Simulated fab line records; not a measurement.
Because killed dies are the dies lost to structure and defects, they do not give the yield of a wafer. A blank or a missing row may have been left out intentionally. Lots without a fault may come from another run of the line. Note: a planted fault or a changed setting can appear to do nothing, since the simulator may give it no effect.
Which tool was responsible? || flow berkeley cmos170 || 14 lots with 42 wafers sampled at 4 steps, on a route of 331 steps

WHAT THE GAUGES SHOWED, per wafer
UCB170_M3_OVL_MEAS_16.
{"lot": "L896", "measured": "day 9 10:44", "on": "overlay-02", "M3_OVL (nm)": "-3 -1 -6"}
{"lot": "L898", "measured": "day 9 11:55", "on": "overlay-01", "M3_OVL (nm)": "-8 -8 1"}
{"lot": "L902", "measured": "day 10 01:09", "on": "overlay-01", "M3_OVL (nm)": "6 3 7"}
{"lot": "L903", "measured": "day 10 05:04", "on": "overlay-02", "M3_OVL (nm)": "0 -6 -2"}
{"lot": "L905", "measured": "day 10 22:31", "on": "overlay-02", "M3_OVL (nm)": "-5 -3 -5"}
{"lot": "L904", "measured": "day 10 22:40", "on": "overlay-01", "M3_OVL (nm)": "4 1 -3"}
{"lot": "L907", "measured": "day 11 16:23", "on": "overlay-02", "M3_OVL (nm)": "1 -8 -1"}
{"lot": "L909", "measured": "day 11 20:08", "on": "overlay-02", "M3_OVL (nm)": "- - -"}
{"lot": "L910", "measured": "day 11 20:58", "on": "overlay-01", "M3_OVL (nm)": "- - -"}
{"lot": "L915", "measured": "day 13 04:47", "on": "overlay-01", "M3_OVL (nm)": "3 -1 -10"}
{"lot": "L913", "measured": "day 13 05:48", "on": "overlay-01", "M3_OVL (nm)": "0 -3 1"}
{"lot": "L916", "measured": "day 13 05:57", "on": "overlay-02", "M3_OVL (nm)": "-3 3 1"}
{"lot": "L917", "measured": "day 13 06:14", "on": "overlay-02", "M3_OVL (nm)": "1 2 -1"}
{"lot": "L918", "measured": "day 13 06:42", "on": "overlay-02", "M3_OVL (nm)": "-1 -8 -11"}

WHICH TOOL RAN EACH LOT (tool, then ch and the chambers of the sampled wafers, then the start)
{"lot": "L896", "UCB170_V2_CMP_02": "cmp-01 ch 1,3, day 9 06:05", "UCB170_M3_SPUTTER_01": "pvd sputter-04, day 9 08:33", "UCB170_M3_PEB_13": "litho track-01 ch 0, day 9 10:23"}
{"lot": "L898", "UCB170_V2_CMP_02": "cmp-01 ch 0,1,2, day 9 06:41", "UCB170_M3_SPUTTER_01": "pvd sputter-03, day 9 09:16", "UCB170_M3_PEB_13": "litho track-01 ch 0, day 9 11:32"}
{"lot": "L902", "UCB170_V2_CMP_02": "cmp-01 ch 0,1, day 9 20:43", "UCB170_M3_SPUTTER_01": "pvd sputter-04, day 9 23:09", "UCB170_M3_PEB_13": "litho track-02 ch 0, day 10 00:46"}
{"lot": "L903", "UCB170_V2_CMP_02": "cmp-01 ch 0,2,3, day 10 00:40", "UCB170_M3_SPUTTER_01": "pvd sputter-04, day 10 02:58", "UCB170_M3_PEB_13": "litho track-04 ch 0, day 10 04:40"}
{"lot": "L905", "UCB170_V2_CMP_02": "cmp-02 ch 1,2,3, day 10 17:11", "UCB170_M3_SPUTTER_01": "pvd sputter-04, day 10 19:46", "UCB170_M3_PEB_13": "litho track-04 ch 0, day 10 22:07"}
{"lot": "L904", "UCB170_V2_CMP_02": "cmp-02 ch 1,2, day 10 17:32", "UCB170_M3_SPUTTER_01": "pvd sputter-02, day 10 20:02", "UCB170_M3_PEB_13": "litho track-01 ch 0, day 10 22:19"}
{"lot": "L907", "UCB170_V2_CMP_02": "cmp-02 ch 1,3, day 11 09:47", "UCB170_M3_SPUTTER_01": "pvd sputter-04, day 11 14:18", "UCB170_M3_PEB_13": "litho track-04 ch 0, day 11 15:59"}
{"lot": "L909", "UCB170_V2_CMP_02": "cmp-01 ch 1,2, day 11 15:32", "UCB170_M3_SPUTTER_01": "pvd sputter-03, day 11 17:51", "UCB170_M3_PEB_13": "litho track-01, day 11 19:44"}
{"lot": "L910", "UCB170_V2_CMP_02": "cmp-02 ch 0,1,3, day 11 15:47", "UCB170_M3_SPUTTER_01": "pvd sputter-04, day 11 18:36", "UCB170_M3_PEB_13": "litho track-01, day 11 20:35"}
{"lot": "L915", "UCB170_V2_CMP_02": "cmp-01 ch 0,1,2, day 12 22:52", "UCB170_M3_SPUTTER_01": "pvd sputter-04, day 13 01:39", "UCB170_M3_PEB_13": "litho track-04 ch 0, day 13 04:26"}
{"lot": "L913", "UCB170_V2_CMP_02": "cmp-02 ch 0,1, day 12 23:10", "UCB170_M3_SPUTTER_01": "pvd sputter-03, day 13 02:06", "UCB170_M3_PEB_13": "litho track-02 ch 0, day 13 05:25"}
{"lot": "L916", "UCB170_V2_CMP_02": "cmp-01 ch 0,1,2, day 12 23:20", "UCB170_M3_SPUTTER_01": "pvd sputter-02, day 13 02:22", "UCB170_M3_PEB_13": "litho track-04 ch 0, day 13 05:33"}
{"lot": "L917", "UCB170_V2_CMP_02": "cmp-02 ch 0,2,3, day 12 23:29", "UCB170_M3_SPUTTER_01": "pvd sputter-04, day 13 02:52", "UCB170_M3_PEB_13": "litho track-04 ch 0, day 13 05:51"}
{"lot": "L918", "UCB170_V2_CMP_02": "cmp-01 ch 0,2,3, day 13 01:24", "UCB170_M3_SPUTTER_01": "pvd sputter-03, day 13 03:56", "UCB170_M3_PEB_13": "litho track-04 ch 0, day 13 06:16"}
- UCB170_V2_CMP_02: polishes SiO2.
- UCB170_M3_SPUTTER_01: material Al, target thk 900 nm, time 115.2 s.
- UCB170_M3_PEB_13

WHAT THE TOOLS THEMSELVES READ (means of the sampled wafers that have a number; where no wafer has one, the mark that the record gives instead)
UCB170_V2_CMP_02.
{"lot": "L896", "tool": "cmp-01", "motor current A (A)": 15.6}
{"lot": "L898", "tool": "cmp-01", "motor current A (A)": 15.1}
{"lot": "L902", "tool": "cmp-01", "motor current A (A)": 14.6}
{"lot": "L903", "tool": "cmp-01", "motor current A (A)": 16.2}
{"lot": "L905", "tool": "cmp-02", "motor current A (A)": 15.9}
{"lot": "L904", "tool": "cmp-02", "motor current A (A)": 16.0}
{"lot": "L907", "tool": "cmp-02", "motor current A (A)": 16.4}
{"lot": "L909", "tool": "cmp-01", "motor current A (A)": 15.8}
{"lot": "L910", "tool": "cmp-02", "motor current A (A)": 17.9}
{"lot": "L915", "tool": "cmp-01", "motor current A (A)": 15.4}
{"lot": "L913", "tool": "cmp-02", "motor current A (A)": 17.9}
{"lot": "L916", "tool": "cmp-01", "motor current A (A)": 15.6}
{"lot": "L917", "tool": "cmp-02", "motor current A (A)": 17.7}
{"lot": "L918", "tool": "cmp-01", "motor current A (A)": 16.3}

UCB170_M3_SPUTTER_01.
{"lot": "L896", "tool": "pvd sputter-04", "throttle valve pct (%)": 29.8}
{"lot": "L898", "tool": "pvd sputter-03", "throttle valve pct (%)": 30.5}
{"lot": "L902", "tool": "pvd sputter-04", "throttle valve pct (%)": 30.1}
{"lot": "L903", "tool": "pvd sputter-04", "throttle valve pct (%)": 29.7}
{"lot": "L905", "tool": "pvd sputter-04", "throttle valve pct (%)": 29.4}
{"lot": "L904", "tool": "pvd sputter-02", "throttle valve pct (%)": 29.7}
{"lot": "L907", "tool": "pvd sputter-04", "throttle valve pct (%)": 29.8}
{"lot": "L909", "tool": "pvd sputter-03", "throttle valve pct (%)": 30.3}
{"lot": "L910", "tool": "pvd sputter-04", "throttle valve pct (%)": 29.8}
{"lot": "L915", "tool": "pvd sputter-04", "throttle valve pct (%)": 29.7}
{"lot": "L913", "tool": "pvd sputter-03", "throttle valve pct (%)": 30.4}
{"lot": "L916", "tool": "pvd sputter-02", "throttle valve pct (%)": 29.6}
{"lot": "L917", "tool": "pvd sputter-04", "throttle valve pct (%)": 30.0}
{"lot": "L918", "tool": "pvd sputter-03", "throttle valve pct (%)": 30.1}

UCB170_M3_PEB_13.
{"lot": "L896", "tool": "litho track-01", "chill plate temp C (C)": 23.10, "exhaust pa (Pa)": 44.4}
{"lot": "L898", "tool": "litho track-01", "chill plate temp C (C)": 22.96, "exhaust pa (Pa)": 44.5}
{"lot": "L902", "tool": "litho track-02", "chill plate temp C (C)": 23.07, "exhaust pa (Pa)": 44.7}
{"lot": "L903", "tool": "litho track-04", "chill plate temp C (C)": 23.07, "exhaust pa (Pa)": 44.9}
{"lot": "L905", "tool": "litho track-04", "chill plate temp C (C)": 22.92, "exhaust pa (Pa)": 46.8}
{"lot": "L904", "tool": "litho track-01", "chill plate temp C (C)": 22.95, "exhaust pa (Pa)": 44.4}
{"lot": "L907", "tool": "litho track-04", "chill plate temp C (C)": 23.07, "exhaust pa (Pa)": 45.3}
{"lot": "L909", "tool": "litho track-01", "chill plate temp C (C)": "-", "exhaust pa (Pa)": "-"}
{"lot": "L910", "tool": "litho track-01", "chill plate temp C (C)": "-", "exhaust pa (Pa)": "-"}
{"lot": "L915", "tool": "litho track-04", "chill plate temp C (C)": 23.06, "exhaust pa (Pa)": 44.6}
{"lot": "L913", "tool": "litho track-02", "chill plate temp C (C)": 23.05, "exhaust pa (Pa)": 44.7}
{"lot": "L916", "tool": "litho track-04", "chill plate temp C (C)": 22.92, "exhaust pa (Pa)": 45.3}
{"lot": "L917", "tool": "litho track-04", "chill plate temp C (C)": 22.89, "exhaust pa (Pa)": 45.4}
{"lot": "L918", "tool": "litho track-04", "chill plate temp C (C)": 23.14, "exhaust pa (Pa)": 45.4}

THE ANSWER, worked out from the rows above alone
Rule: usual is defined by the lots themselves. The widest of any qualifying gaps counts: lots, ordered by their means at a reading, are off when they make up no more than a third of the lots, leave a main group of 4 or more, and stand apart from it by 3 or more times the standard deviation of that group's means. A main group whose means are all the same, to the digits that the tables above print for the reading, isn't used. Also off: a lot with no number at a reading for which 4 or more lots have one. The other lots that the step has rows for count as sound. First the gauges in route order, then the tools' own readings, where a lot's mean is used as printed above. The first step at which some lot is off is used, and at that step the reading that is off furthest; a lot without a number counts as furthest.
Off: L909, L910, seen at UCB170_M3_OVL_MEAS_16 (M3_OVL). Without a number there: L909, L910. Main group: mean -2 nm, sd 3.1.
A tool fits if, at a process step before that reading, it ran every lot that is off, and no sound lot after the first of them. The gauges at UCB170_M3_OVL_MEAS_16 aren't tried: what is off there is off at UCB170_M3_PEB_13 too, on other tools, and a gauge's error can't cause that. One fits: litho track-01 at UCB170_M3_PEB_13. A fault onset in the window from L904 (day 10 22:19, its last sound lot) to L909 (day 11 19:44, its first lot off) fits.
Blank at UCB170_M3_PEB_13 on the lots that are off, where sound lots have numbers: chill plate temp C, exhaust pa.

WHAT THE SIMULATOR HAD INSERTED
Step skipped in full: litho track-01, at UCB170_M3_PEB_13, from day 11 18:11 onward. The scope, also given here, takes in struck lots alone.
Lots struck among those shown: L909, L910. The same result came from the rule above.
